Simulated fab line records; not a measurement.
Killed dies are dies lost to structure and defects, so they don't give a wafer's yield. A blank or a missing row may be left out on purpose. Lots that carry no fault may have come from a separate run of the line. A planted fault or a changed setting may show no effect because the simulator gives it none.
fab line records || flow rit-cmos
[record] {"lots": 15, "wafers": 45, "last-day": 8}
route steps=202 shown CONTACT@171 M1@202
lots untouched by any fault: they come from a run of this same line in which no faults occurred
start-h: hours from the record's opening day to when the first of the lot's shown wafers began || wait-h: how many hours have passed since the lot's step before this one || " the same as in the row above || L1.1+2: several wafers, shown together as one row || - no value, or no start was given || * or withheld: withheld || < > ~ a bound
route shown NAME@n: names a module that has steps shown in the file, with the first one's number in the route || usual: average and standard deviation across the fault-free wafers || same: alike in all rows || chamber/n: place in a boat || sites: per-site readings || _std_site: their standard deviation || _edge_site: mean of outer sites minus mean of inner sites || radius-mm: for every site, how far away it sits from the centre of the wafer || mask NAME#n: copy n || behind: the last tool/chamber to shape the wafer || hold: cause of the lot's hold/its duration in hours/its outcome || device: transistor that didn't switch, given as n, p or np || end of line: tests of these same wafers at the route's end || a step with no rows: only its recipe || killed: dies that structure and defects cost at the first sort, which is not the same as the wafer's yield || map: per-die view of a wafer (x killed, . not killed, _ where there is no die)
set.NAME: the setting as run; set.NAME@STEP: as run at that earlier step || model.NAME: the simulator's own value behind a step, which no gauge read
the route's steps for a sample of lots (tables are steps, rows are wafers)
[[steps]]
[step RIT_CONTACT_COAT_03]
[recipe] {"resist": "NOVOLAK", "spin-rpm": 3250, "resist-thk-nm": 1000}
[usual] {"chill-plate-temp-C": "23.02/0.11", "dispense-pressure-kPa": "51/7"}
{"lot.wafer": "L458.2", "tool": "litho-track-03", "chamber": 0, "start-h": 66.89, "wait-h": 0.1, "chill-plate-temp-C": 23.02, "dispense-pressure-kPa": 59}
{"lot.wafer": "L458.3", "tool": "litho-track-03", "chamber": 0, "start-h": 66.89, "wait-h": 0.1, "chill-plate-temp-C": 22.93, "dispense-pressure-kPa": 59}
{"lot.wafer": "L458.6", "tool": "litho-track-03", "chamber": 0, "start-h": 66.89, "wait-h": 0.1, "chill-plate-temp-C": 22.97, "dispense-pressure-kPa": 59}
{"lot.wafer": "L460.2", "tool": "litho-track-04", "chamber": 0, "start-h": 82.22, "wait-h": 0.1, "chill-plate-temp-C": 23.09, "dispense-pressure-kPa": 48}
{"lot.wafer": "L460.3", "tool": "litho-track-04", "chamber": 0, "start-h": 82.22, "wait-h": 0.1, "chill-plate-temp-C": 23.13, "dispense-pressure-kPa": 48}
{"lot.wafer": "L460.6", "tool": "litho-track-04", "chamber": 0, "start-h": 82.22, "wait-h": 0.1, "chill-plate-temp-C": 22.91, "dispense-pressure-kPa": 48}
{"lot.wafer": "L462.1", "tool": "litho-track-04", "chamber": 0, "start-h": 85.77, "wait-h": 0.1, "chill-plate-temp-C": 23.17, "dispense-pressure-kPa": 48}
{"lot.wafer": "L462.4", "tool": "litho-track-04", "chamber": 0, "start-h": 85.77, "wait-h": 0.1, "chill-plate-temp-C": 23.03, "dispense-pressure-kPa": 48}
{"lot.wafer": "L462.5", "tool": "litho-track-04", "chamber": 0, "start-h": 85.77, "wait-h": 0.1, "chill-plate-temp-C": 23.11, "dispense-pressure-kPa": 48}
{"lot.wafer": "L463.1", "tool": "litho-track-04", "chamber": "-", "start-h": 96.66, "wait-h": 0.1, "chill-plate-temp-C": "-", "dispense-pressure-kPa": "-"}
{"lot.wafer": "L463.2", "tool": "litho-track-04", "chamber": "-", "start-h": 96.66, "wait-h": 0.1, "chill-plate-temp-C": "-", "dispense-pressure-kPa": "-"}
{"lot.wafer": "L463.5", "tool": "litho-track-04", "chamber": "-", "start-h": 96.66, "wait-h": 0.1, "chill-plate-temp-C": "-", "dispense-pressure-kPa": "-"}
{"lot.wafer": "L464.1", "tool": "litho-track-03", "chamber": "-", "start-h": 98.69, "wait-h": 0.1, "chill-plate-temp-C": "-", "dispense-pressure-kPa": "-"}
{"lot.wafer": "L464.5", "tool": "litho-track-03", "chamber": "-", "start-h": 98.69, "wait-h": 0.1, "chill-plate-temp-C": "-", "dispense-pressure-kPa": "-"}
{"lot.wafer": "L464.6", "tool": "litho-track-03", "chamber": "-", "start-h": 98.69, "wait-h": 0.1, "chill-plate-temp-C": "-", "dispense-pressure-kPa": "-"}
{"lot.wafer": "L465.1", "tool": "litho-track-02", "chamber": "-", "start-h": 103.66, "wait-h": 0.1, "chill-plate-temp-C": "-", "dispense-pressure-kPa": "-"}
{"lot.wafer": "L465.3", "tool": "litho-track-02", "chamber": "-", "start-h": 103.66, "wait-h": 0.1, "chill-plate-temp-C": "-", "dispense-pressure-kPa": "-"}
{"lot.wafer": "L465.5", "tool": "litho-track-02", "chamber": "-", "start-h": 103.66, "wait-h": 0.1, "chill-plate-temp-C": "-", "dispense-pressure-kPa": "-"}
{"lot.wafer": "L469.1", "tool": "litho-track-02", "chamber": 0, "start-h": 120.34, "wait-h": 0.1, "chill-plate-temp-C": 23.01, "dispense-pressure-kPa": 43}
{"lot.wafer": "L469.2", "tool": "litho-track-02", "chamber": 0, "start-h": 120.34, "wait-h": 0.1, "chill-plate-temp-C": 22.95, "dispense-pressure-kPa": 43}
{"lot.wafer": "L469.3", "tool": "litho-track-02", "chamber": 0, "start-h": 120.34, "wait-h": 0.1, "chill-plate-temp-C": 22.95, "dispense-pressure-kPa": 43}
{"lot.wafer": "L470.2", "tool": "litho-track-03", "chamber": 0, "start-h": 133.51, "wait-h": 0.1, "chill-plate-temp-C": 23.04, "dispense-pressure-kPa": 59}
{"lot.wafer": "L470.4", "tool": "litho-track-03", "chamber": 0, "start-h": 133.51, "wait-h": 0.1, "chill-plate-temp-C": 23.10, "dispense-pressure-kPa": 59}
{"lot.wafer": "L470.6", "tool": "litho-track-03", "chamber": 0, "start-h": 133.51, "wait-h": 0.1, "chill-plate-temp-C": 22.93, "dispense-pressure-kPa": 59}
{"lot.wafer": "L471.4", "tool": "litho-track-02", "chamber": 0, "start-h": 146.66, "wait-h": 0.1, "chill-plate-temp-C": 22.92, "dispense-pressure-kPa": 43}
{"lot.wafer": "L471.5", "tool": "litho-track-02", "chamber": 0, "start-h": 146.66, "wait-h": 0.1, "chill-plate-temp-C": 22.83, "dispense-pressure-kPa": 43}
{"lot.wafer": "L471.6", "tool": "litho-track-02", "chamber": 0, "start-h": 146.66, "wait-h": 0.1, "chill-plate-temp-C": 22.93, "dispense-pressure-kPa": 43}
{"lot.wafer": "L472.2", "tool": "litho-track-02", "chamber": 0, "start-h": 148.42, "wait-h": 0.1, "chill-plate-temp-C": 22.94, "dispense-pressure-kPa": 43}
{"lot.wafer": "L472.5", "tool": "litho-track-02", "chamber": 0, "start-h": 148.42, "wait-h": 0.1, "chill-plate-temp-C": 22.99, "dispense-pressure-kPa": 43}
{"lot.wafer": "L472.6", "tool": "litho-track-02", "chamber": 0, "start-h": 148.42, "wait-h": 0.1, "chill-plate-temp-C": 23.07, "dispense-pressure-kPa": 44}
{"lot.wafer": "L475.1", "tool": "litho-track-03", "chamber": 0, "start-h": 165.84, "wait-h": 0.1, "chill-plate-temp-C": 22.78, "dispense-pressure-kPa": 59}
{"lot.wafer": "L475.3", "tool": "litho-track-03", "chamber": 0, "start-h": 165.84, "wait-h": 0.1, "chill-plate-temp-C": 22.86, "dispense-pressure-kPa": 59}
{"lot.wafer": "L475.4", "tool": "litho-track-03", "chamber": 0, "start-h": 165.84, "wait-h": 0.1, "chill-plate-temp-C": 22.98, "dispense-pressure-kPa": 59}
{"lot.wafer": "L476.4", "tool": "litho-track-03", "chamber": 0, "start-h": 167.95, "wait-h": 0.1, "chill-plate-temp-C": 23.12, "dispense-pressure-kPa": 59}
{"lot.wafer": "L476.5", "tool": "litho-track-03", "chamber": 0, "start-h": 167.95, "wait-h": 0.1, "chill-plate-temp-C": 23.04, "dispense-pressure-kPa": 59}
{"lot.wafer": "L476.6", "tool": "litho-track-03", "chamber": 0, "start-h": 167.95, "wait-h": 0.1, "chill-plate-temp-C": 22.85, "dispense-pressure-kPa": 59}
{"lot.wafer": "L478.1", "tool": "litho-track-02", "chamber": 0, "start-h": 172.85, "wait-h": 0.1, "chill-plate-temp-C": 23.20, "dispense-pressure-kPa": 44}
{"lot.wafer": "L478.4", "tool": "litho-track-02", "chamber": 0, "start-h": 172.85, "wait-h": 0.1, "chill-plate-temp-C": 23.07, "dispense-pressure-kPa": 43}
{"lot.wafer": "L478.6", "tool": "litho-track-02", "chamber": 0, "start-h": 172.85, "wait-h": 0.1, "chill-plate-temp-C": 23.03, "dispense-pressure-kPa": 44}
{"lot.wafer": "L477.1", "tool": "litho-track-02", "chamber": 0, "start-h": 174.38, "wait-h": 0.1, "chill-plate-temp-C": 23.27, "dispense-pressure-kPa": 44}
{"lot.wafer": "L477.3", "tool": "litho-track-02", "chamber": 0, "start-h": 174.38, "wait-h": 0.1, "chill-plate-temp-C": 23.09, "dispense-pressure-kPa": 43}
{"lot.wafer": "L477.6", "tool": "litho-track-02", "chamber": 0, "start-h": 174.38, "wait-h": 0.1, "chill-plate-temp-C": 23.25, "dispense-pressure-kPa": 44}
{"lot.wafer": "L479.1", "tool": "litho-track-03", "chamber": 0, "start-h": 178.56, "wait-h": 0.1, "chill-plate-temp-C": 22.92, "dispense-pressure-kPa": 59}
{"lot.wafer": "L479.2", "tool": "litho-track-03", "chamber": 0, "start-h": 178.56, "wait-h": 0.1, "chill-plate-temp-C": 23.09, "dispense-pressure-kPa": 59}
{"lot.wafer": "L479.5", "tool": "litho-track-03", "chamber": 0, "start-h": 178.56, "wait-h": 0.1, "chill-plate-temp-C": 23.04, "dispense-pressure-kPa": 59}
[step RIT_CONTACT_CD_MEAS_08]
[recipe] {"target-cd-nm": 1000}
[usual] {"cd-nm": "1000.0/2.6"}
{"lot.wafer": "L458.2", "tool": "cd-sem-01", "chamber": "-", "start-h": 67.74, "wait-h": "-", "cd-nm": 995.4}
{"lot.wafer": "L458.3", "tool": "cd-sem-01", "chamber": "-", "start-h": 67.74, "wait-h": "-", "cd-nm": 996.2}
{"lot.wafer": "L458.6", "tool": "cd-sem-01", "chamber": "-", "start-h": 67.74, "wait-h": "-", "cd-nm": 997.9}
{"lot.wafer": "L460.2", "tool": "cd-sem-01", "chamber": "-", "start-h": 83.03, "wait-h": "-", "cd-nm": 998.5}
{"lot.wafer": "L460.3", "tool": "cd-sem-01", "chamber": "-", "start-h": 83.03, "wait-h": "-", "cd-nm": 999.1}
{"lot.wafer": "L460.6", "tool": "cd-sem-01", "chamber": "-", "start-h": 83.03, "wait-h": "-", "cd-nm": 996.1}
{"lot.wafer": "L462.1", "tool": "cd-sem-01", "chamber": "-", "start-h": 86.71, "wait-h": "-", "cd-nm": 999.2}
{"lot.wafer": "L462.4", "tool": "cd-sem-01", "chamber": "-", "start-h": 86.71, "wait-h": "-", "cd-nm": 995.8}
{"lot.wafer": "L462.5", "tool": "cd-sem-01", "chamber": "-", "start-h": 86.71, "wait-h": "-", "cd-nm": 997.6}
{"lot.wafer": "L463.1", "tool": "cd-sem-02", "chamber": "-", "start-h": 97.47, "wait-h": "-", "cd-nm": "-"}
{"lot.wafer": "L463.2", "tool": "cd-sem-02", "chamber": "-", "start-h": 97.47, "wait-h": "-", "cd-nm": "-"}
{"lot.wafer": "L463.5", "tool": "cd-sem-02", "chamber": "-", "start-h": 97.47, "wait-h": "-", "cd-nm": "-"}
{"lot.wafer": "L464.1", "tool": "cd-sem-01", "chamber": "-", "start-h": 99.64, "wait-h": "-", "cd-nm": "-"}
{"lot.wafer": "L464.5", "tool": "cd-sem-01", "chamber": "-", "start-h": 99.64, "wait-h": "-", "cd-nm": "-"}
{"lot.wafer": "L464.6", "tool": "cd-sem-01", "chamber": "-", "start-h": 99.64, "wait-h": "-", "cd-nm": "-"}
{"lot.wafer": "L465.1", "tool": "cd-sem-01", "chamber": "-", "start-h": 106.94, "wait-h": "-", "cd-nm": "-"}
{"lot.wafer": "L465.3", "tool": "cd-sem-01", "chamber": "-", "start-h": 106.94, "wait-h": "-", "cd-nm": "-"}
{"lot.wafer": "L465.5", "tool": "cd-sem-01", "chamber": "-", "start-h": 106.94, "wait-h": "-", "cd-nm": "-"}
{"lot.wafer": "L469.1", "tool": "cd-sem-01", "chamber": "-", "start-h": 121.16, "wait-h": "-", "cd-nm": 998.2}
{"lot.wafer": "L469.2", "tool": "cd-sem-01", "chamber": "-", "start-h": 121.16, "wait-h": "-", "cd-nm": 1000.8}
{"lot.wafer": "L469.3", "tool": "cd-sem-01", "chamber": "-", "start-h": 121.16, "wait-h": "-", "cd-nm": 999.3}
{"lot.wafer": "L470.2", "tool": "cd-sem-02", "chamber": "-", "start-h": 134.45, "wait-h": "-", "cd-nm": 997.5}
{"lot.wafer": "L470.4", "tool": "cd-sem-02", "chamber": "-", "start-h": 134.45, "wait-h": "-", "cd-nm": 998.2}
{"lot.wafer": "L470.6", "tool": "cd-sem-02", "chamber": "-", "start-h": 134.45, "wait-h": "-", "cd-nm": 997.6}
{"lot.wafer": "L471.4", "tool": "cd-sem-02", "chamber": "-", "start-h": 147.49, "wait-h": "-", "cd-nm": 999.0}
{"lot.wafer": "L471.5", "tool": "cd-sem-02", "chamber": "-", "start-h": 147.49, "wait-h": "-", "cd-nm": 998.5}
{"lot.wafer": "L471.6", "tool": "cd-sem-02", "chamber": "-", "start-h": 147.49, "wait-h": "-", "cd-nm": 1001.6}
{"lot.wafer": "L472.2", "tool": "cd-sem-01", "chamber": "-", "start-h": 149.41, "wait-h": "-", "cd-nm": 1003.7}
{"lot.wafer": "L472.5", "tool": "cd-sem-01", "chamber": "-", "start-h": 149.41, "wait-h": "-", "cd-nm": 1003.3}
{"lot.wafer": "L472.6", "tool": "cd-sem-01", "chamber": "-", "start-h": 149.41, "wait-h": "-", "cd-nm": 1004.2}
{"lot.wafer": "L475.1", "tool": "cd-sem-01", "chamber": "-", "start-h": 166.78, "wait-h": "-", "cd-nm": 998.3}
{"lot.wafer": "L475.3", "tool": "cd-sem-01", "chamber": "-", "start-h": 166.78, "wait-h": "-", "cd-nm": 999.7}
{"lot.wafer": "L475.4", "tool": "cd-sem-01", "chamber": "-", "start-h": 166.78, "wait-h": "-", "cd-nm": 999.6}
{"lot.wafer": "L476.4", "tool": "cd-sem-01", "chamber": "-", "start-h": 168.75, "wait-h": "-", "cd-nm": 999.8}
{"lot.wafer": "L476.5", "tool": "cd-sem-01", "chamber": "-", "start-h": 168.75, "wait-h": "-", "cd-nm": 997.3}
{"lot.wafer": "L476.6", "tool": "cd-sem-01", "chamber": "-", "start-h": 168.75, "wait-h": "-", "cd-nm": 996.4}
{"lot.wafer": "L478.1", "tool": "cd-sem-01", "chamber": "-", "start-h": 173.84, "wait-h": "-", "cd-nm": 1000.8}
{"lot.wafer": "L478.4", "tool": "cd-sem-01", "chamber": "-", "start-h": 173.84, "wait-h": "-", "cd-nm": 1003.0}
{"lot.wafer": "L478.6", "tool": "cd-sem-01", "chamber": "-", "start-h": 173.84, "wait-h": "-", "cd-nm": 999.6}
{"lot.wafer": "L477.1", "tool": "cd-sem-01", "chamber": "-", "start-h": 175.29, "wait-h": "-", "cd-nm": 1002.3}
{"lot.wafer": "L477.3", "tool": "cd-sem-01", "chamber": "-", "start-h": 175.29, "wait-h": "-", "cd-nm": 1001.4}
{"lot.wafer": "L477.6", "tool": "cd-sem-01", "chamber": "-", "start-h": 175.29, "wait-h": "-", "cd-nm": 1002.7}
{"lot.wafer": "L479.1", "tool": "cd-sem-02", "chamber": "-", "start-h": 179.40, "wait-h": "-", "cd-nm": 1000.1}
{"lot.wafer": "L479.2", "tool": "cd-sem-02", "chamber": "-", "start-h": 179.40, "wait-h": "-", "cd-nm": 997.7}
{"lot.wafer": "L479.5", "tool": "cd-sem-02", "chamber": "-", "start-h": 179.40, "wait-h": "-", "cd-nm": 996.3}
[step RIT_M1_PROBE_99]
[usual] {"killed-at-contacts": "0.0/0.2", "killed-at-front-end": "7.0/2.8", "killed-dies": "7.0/2.8", "killed-on-rim": "2.0/1.4", "killed-open": "3.4/1.9", "killed-short": "3.6/2"}
[same] {"gross-dies": 264, "killed_at_M0_to_M3": 0, "killed_at_M4_up": 0, "killed-at-back-side": 0, "killed-at-other": 0}
{"lot.wafer": "L463.1", "tool": "prober-01", "chamber": "-", "start-h": 102.96, "wait-h": 0.1, "killed-at-contacts": 259, "killed-at-front-end": 5, "killed-dies": 264, "killed-on-rim": 70, "killed-open": 3, "killed-short": 2}
{"lot.wafer": "L463.2", "tool": "prober-01", "chamber": "-", "start-h": 103.01, "wait-h": 0.1, "killed-at-contacts": 261, "killed-at-front-end": 3, "killed-dies": 264, "killed-on-rim": 70, "killed-open": 0, "killed-short": 3}
{"lot.wafer": "L463.5", "tool": "prober-01", "chamber": "-", "start-h": 103.16, "wait-h": 0.2, "killed-at-contacts": 262, "killed-at-front-end": 2, "killed-dies": 264, "killed-on-rim": 70, "killed-open": 0, "killed-short": 2}
{"lot.wafer": "L464.1", "tool": "prober-02", "chamber": "-", "start-h": 104.92, "wait-h": 0.1, "killed-at-contacts": 263, "killed-at-front-end": 1, "killed-dies": 264, "killed-on-rim": 70, "killed-open": 1, "killed-short": 0}
{"lot.wafer": "L464.5", "tool": "prober-02", "chamber": "-", "start-h": 105.12, "wait-h": 0.2, "killed-at-contacts": 253, "killed-at-front-end": 11, "killed-dies": 264, "killed-on-rim": 70, "killed-open": 6, "killed-short": 5}
{"lot.wafer": "L464.6", "tool": "prober-02", "chamber": "-", "start-h": 105.17, "wait-h": 0.2, "killed-at-contacts": 256, "killed-at-front-end": 8, "killed-dies": 264, "killed-on-rim": 70, "killed-open": 4, "killed-short": 4}
{"lot.wafer": "L465.1", "tool": "prober-01", "chamber": "-", "start-h": 112.22, "wait-h": 0.1, "killed-at-contacts": 257, "killed-at-front-end": 7, "killed-dies": 264, "killed-on-rim": 70, "killed-open": 5, "killed-short": 2}
{"lot.wafer": "L465.3", "tool": "prober-01", "chamber": "-", "start-h": 112.32, "wait-h": 0.2, "killed-at-contacts": 255, "killed-at-front-end": 9, "killed-dies": 264, "killed-on-rim": 70, "killed-open": 4, "killed-short": 5}
{"lot.wafer": "L465.5", "tool": "prober-01", "chamber": "-", "start-h": 112.42, "wait-h": 0.2, "killed-at-contacts": 253, "killed-at-front-end": 11, "killed-dies": 264, "killed-on-rim": 70, "killed-open": 4, "killed-short": 7}
// killed by level:class
L463.1 CONTACT:area-expose=259 FOX1:geometric-particle:open=1 FOX1:geometric-particle:short=1 FOX2:geometric-particle:open=1 SPACER:geometric-particle:open=1 SILICIDE:geometric-particle:short=1
L463.2 CONTACT:area-expose=261 SPACER:geometric-particle:short=2 FOX1:geometric-particle:short=1
L463.5 CONTACT:area-expose=262 FOX1:geometric-particle:short=1 REOX:geometric-particle:short=1
L464.1 CONTACT:area-expose=263 GATE:geometric-particle:open=1
L464.5 CONTACT:area-expose=253 GATE:geometric-particle:short=3 GATE:geometric-particle:open=2 SILICIDE:geometric-particle:open=2 FOX1:geometric-particle:short=1 FOX2:geometric-particle:open=1 REOX:geometric-particle:short=1 SPACER:geometric-particle:open=1
L464.6 CONTACT:area-expose=256 SPACER:geometric-particle:open=3 GATE:geometric-particle:short=2 GATE:geometric-particle:open=1 REOX:geometric-particle:short=1 SPACER:geometric-particle:short=1
L465.1 CONTACT:area-expose=257 FOX1:geometric-particle:open=1 FOX1:geometric-particle:short=1 FOX2:geometric-particle:open=1 GATE:geometric-particle:open=1 REOX:geometric-particle:open=1 SPACER:geometric-particle:open=1 SILICIDE:geometric-particle:short=1
L465.3 CONTACT:area-expose=255 SILICIDE:geometric-particle:short=4 SILICIDE:geometric-particle:open=3 GATE:geometric-particle:short=1 REOX:geometric-particle:open=1
L465.5 CONTACT:area-expose=253 REOX:geometric-particle:short=3 SILICIDE:geometric-particle:short=2 FOX1:geometric-particle:open=1 FOX2:geometric-particle:short=1 GATE:geometric-particle:short=1 GATE:geometric-particle:open=1 SPACER:geometric-particle:open=1
[[key]]
[first-sign] {"step": "RIT_CONTACT_COAT_03", "reading": "tool-record", "direction": "missing"}
[effect] {"step": "RIT_CONTACT_CD_MEAS_08", "reading": "cd-nm", "direction": "missing"}
[effect] {"step": "RIT_M1_PROBE_99", "reading": "killed-at-contacts", "direction": "up", "sigmas": "99+", "usual": 0.0, "struck": 257.7}
[more-kills-born-at] {"RIT_CONTACT_EXPOSE_05@iline-stepper-02": 1547, "RIT_CONTACT_EXPOSE_05@iline-stepper-01": 772}
met-at RIT_CONTACT_COAT_03
struck-lots L463,L464,L465
later-rows-left-out L463.1,L463.2,L463.5,L464.1,L464.5,L464.6,L465.1,L465.3,L465.5
tester-left-out L463,L464,L465
onset-between 85.77 96.66
[fault] {"kind": "skipped-step-whole", "tool": "litho-track-02,litho-track-03,litho-track-04", "chamber": "-", "onset-h": 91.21, "steps": "RIT_CONTACT_COAT_03", "scope": "struck-lots-only"}
// tester-left-out: of these lots the tester's yield and bins aren't shown, on N5 and GAA mostly nor the transistor test; their killed dies are dies lost to structure and defects alone, not to doping, threshold or leakage, so they don't give the yield
// later-rows-left-out: the simulator's readings of these wafers behind a module that went badly wrong aren't trusted and aren't shown, but for the sort
